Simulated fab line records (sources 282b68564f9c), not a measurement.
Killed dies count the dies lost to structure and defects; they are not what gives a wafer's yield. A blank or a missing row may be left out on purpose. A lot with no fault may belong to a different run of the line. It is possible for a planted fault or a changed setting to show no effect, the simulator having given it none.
Comparing a struck lot with a sound one | flow rit-cmos | 24 steps out of a route of 202
Sound: these wafers, L345.1, L345.3, L345.5. Wafers L350.1, L350.4, L350.6 were the ones struck. The cause is given at the end.
Per side, at each step with rows, come the tool, then ch with its chambers, and then its first start. Under that, the readings that differ: sound wafers | struck wafers | difference of the means | sigmas: that difference in standard deviations of wafers without a fault.
alike: readings with means less than 2 such deviations apart, plus words and numbers identical on both sides. not compared: withheld readings, readings lacking a value on some wafer, bounds such as >300 that could conceal the same value, and numbers that have no deviation in the record and whose values overlap.
A row with sigmas, a row that says differs or no value, or rows on one side alone: a step with any of these is where the two part. When numbers do not overlap yet have no deviation, they are printed without sigmas and do not part them. Lack of a reading on every wafer of one side parts them only where that side has two or more wafers.

first, 1 step without rows for these wafers: RIT_PRETRO_IMPLANT_08.
RIT_PRETRO_STRIP_09: strips in O2, time 180 s.
  sound on plasma-asher-02 ch 0,1, day 2 09:56; struck on plasma-asher-01 ch 0,1, day 3 10:02
  alike: drypump-motor-current-A
  not compared: rf-hours-counter-h
RIT_PRETRO_TW_MEAS_10:
  struck on film-metro-04, day 3 10:12; sound on film-metro-04, day 2 10:06
  alike: PRETRO_TW
then, 5 steps without rows for these wafers: RIT_GATE_WET_ETCH_00 (etches SiO2 in BOE, target depth 56 nm, time 60 s); RIT_GATE_CLEAN_01 (cleans in SC1, time 600 s); RIT_GATE_CLEAN_02 (cleans in dHF, time 30 s); RIT_GATE_CLEAN_03 (cleans in SC2, time 600 s); RIT_GATE_CLEAN_04 (cleans in dHF, time 60 s).
RIT_FOX2_THK_MEAS_91:
  struck on film-metro-02, day 3 10:43; sound on film-metro-03, day 2 10:47
  alike: FIELD_OXIDE_LEFT_2_THK
then, 2 steps without rows for these wafers: RIT_GATE_OXIDATION_05 (target thk 3 nm, ox time 270 s); RIT_GATE_ANNEAL_06 (time 600 s).
RIT_GATE_THK_MEAS_07:
  struck on film-metro-02, day 3 12:06; sound on film-metro-02, day 2 12:16
  alike: GATE_OXIDE_THK
RIT_GATE_CVD_08: deposits poly-Si from SiH4, target thk 250 nm, time 2220 s.
  sound on lpcvd-01 ch 1, day 2 12:20; struck on lpcvd-01 ch 0, day 3 14:56
  reading                                  | sound             | struck            | difference | sigmas
  pressure-mtorr (mTorr)                   | 299.9 300.3 300.1 | 450.0 449.5 449.5 | +149.6     | +99 or more
  model.poly-Si_of_GATE_CVD_08.thk-nm (nm) | 248.1 249.7 249.2 | 306 306.4 304.3   | +57        |
RIT_GATE_THK_MEAS_09:
  struck on film-metro-01, day 3 16:47; sound on film-metro-01, day 2 13:57
  reading            | sound             | struck            | difference | sigmas
  GATE_POLY_THK (nm) | 248.0 249.6 249.3 | 305.9 306.5 304.0 | +56.5      | +22
  not compared: hold
then, 5 steps without rows for these wafers: RIT_GATE_COAT_11 (resist thk 850 nm); RIT_GATE_SOFTBAKE_12 (time 60 s); RIT_GATE_EXPOSE_13 (exposes mask M6, target cd 150 nm); RIT_GATE_PEB_14; RIT_GATE_DEVELOP_15 (develop time 50 s).
RIT_GATE_CD_MEAS_16: target cd 150 nm.
  struck on cd-sem-01, day 3 21:33; sound on cd-sem-01, day 2 14:59
  alike: cd-nm
RIT_GATE_OVL_MEAS_17:
  struck on overlay-01, day 3 21:40; sound on overlay-02, day 2 15:07
  alike: GATE_OVL
then, 1 step without rows for these wafers: RIT_GATE_HARDBAKE_18 (time 60 s).
RIT_GATE_ETCH_19: etches poly-Si in SF6/CHF3/O2, stops on SiO2, time 165 s, target depth 312.5 nm.
  sound on rie-si-02 ch 1,2, day 2 15:18; struck on rie-si-01 ch 0,1,3, day 3 21:51
  reading                          | sound             | struck            | difference | sigmas
  oes-product-au (a.u.)            | 0.843 0.837 0.835 | 0.959 0.986 0.978 | +0.136     | +14
  model.etch.depth-nm (nm)         | 248.1 249.7 249.2 | 306 306.4 304.3   | +57        |
  model.GATE.feature-depth-nm (nm) | 248.1 249.7 249.2 | 306 306.4 304.3   | +57        |
  alike: drypump-motor-current-A, throttle-valve-pct
  not compared: rf-hours-counter-h
RIT_GATE_STRIP_20: strips in O2, time 180 s.
  sound on plasma-asher-02 ch 0, day 2 15:25; struck on plasma-asher-01 ch 0,1, day 3 21:58
  alike: drypump-motor-current-A
  not compared: rf-hours-counter-h

## WHERE THEY PART
At RIT_GATE_CVD_08 first; at RIT_GATE_ETCH_19 last (within this record only). Later steps at which nothing parts them and some readings are alike: RIT_GATE_STRIP_20.

WHY: the cause the simulator had injected
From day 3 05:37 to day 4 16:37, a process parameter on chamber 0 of lpcvd-01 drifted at RIT_GATE_CVD_08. Setting pressure-mtorr, moved by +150, from 300. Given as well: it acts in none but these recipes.
